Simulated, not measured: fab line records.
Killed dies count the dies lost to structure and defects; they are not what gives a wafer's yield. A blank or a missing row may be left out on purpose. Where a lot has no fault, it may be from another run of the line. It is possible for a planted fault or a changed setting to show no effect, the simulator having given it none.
Which tool is to blame? ; flow rit-cmos ; 42 wafers sampled from 14 lots at 1 step of a route of 202

## WHAT THE GAUGES READ, wafer by wafer
The record holds no reading of a measuring or inspecting step that can be judged against a usual standard deviation.

## WHAT TOOL EACH LOT RAN ON (gives the tool, then ch and the chambers of the sampled wafers, and finally the start)
lot;RIT_PRETRO_IMPLANT_08
L845;implanter-01 ch 0, day 2 11:59
L846;implanter-02 ch 0, day 2 18:56
L847;implanter-01 ch 0, day 2 22:20
L848;implanter-03 ch 0, day 3 03:42
L849;implanter-03 ch 0, day 3 08:23
L852;implanter-01 ch 0, day 4 00:40
L853;implanter-02 ch 0, day 4 04:44
L854;implanter-02 ch 0, day 4 10:59
L858;implanter-03 ch 0, day 5 09:05
L859;implanter-03 ch 0, day 5 14:26
L862;implanter-02 ch 0, day 6 06:58
L863;implanter-03 ch 0, day 6 12:38
L864;implanter-01 ch 0, day 6 15:43
L866;implanter-02 ch 0, day 7 01:25
- RIT_PRETRO_IMPLANT_08

## AS READ BY THE TOOLS THEMSELVES (means over the sampled wafers that have a number; for cases with no such wafer, the mark the record gives instead)
RIT_PRETRO_IMPLANT_08. Usual: beam-energy-keV 45.000, standard deviation 0.014; tilt-deg 6.999 degrees, standard deviation 0.02.
lot;tool;beam-energy-keV;tilt-deg (degrees);flag
L845;implanter-01;45.009;7.009;
L846;implanter-02;45.006;7.022;
L847;implanter-01;45.000;7.003;
L848;implanter-03;45.001;7.004;
L849;implanter-03;44.990;7.012;
L852;implanter-01;44.987;6.978;
L853;implanter-02;44.993;7.029;
L854;implanter-02;45.019;6.991;
L858;implanter-03;44.999;7.010;
L859;implanter-03;44.993;7.654;OFF
L862;implanter-02;44.984;7.013;
L863;implanter-03;44.991;7.641;OFF
L864;implanter-01;44.995;6.993;
L866;implanter-02;45.016;6.960;

## THE ANSWER, worked out from the rows above alone
Rule: a lot counts as off when the mean over its wafers that have a number is more than 3 standard deviations away from the usual mean. Also off: a lot with no number at a reading for which 4 or more lots have one. The other lots that the step has rows for count as sound. Order of review: gauges by route order, followed by the tools' own readings, for which a lot's mean as printed above is used. At the first step where some lot is off, the reading lying furthest off is the one used; lots without a number count as furthest.
Off: L859, L863 (RIT_PRETRO_IMPLANT_08, tilt-deg).
A tool fits if, at that step or a process step before it, it ran every lot that is off, and no sound lot after the first of them. One fits: RIT_PRETRO_IMPLANT_08 on implanter-03. Its last sound lot is L858 (day 5 09:05), its first lot that is off L859 (day 5 14:26): a fault that began between those two fits.
The tool's own readings at RIT_PRETRO_IMPLANT_08 bear it out: on the lots that are off they differ by more than 5 times the standard deviation of the sound lots' means. tilt-deg reads 7.647 degrees there against 7.002 degrees on the sound lots.

## WHAT HAD BEEN PUT IN BY THE SIMULATOR
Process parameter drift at RIT_PRETRO_IMPLANT_08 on implanter-03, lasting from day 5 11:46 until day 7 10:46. The setting tilt-deg was moved by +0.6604, starting from 7. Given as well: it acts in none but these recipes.
Shown lots that were struck: L859, L863. The rule above found the same.
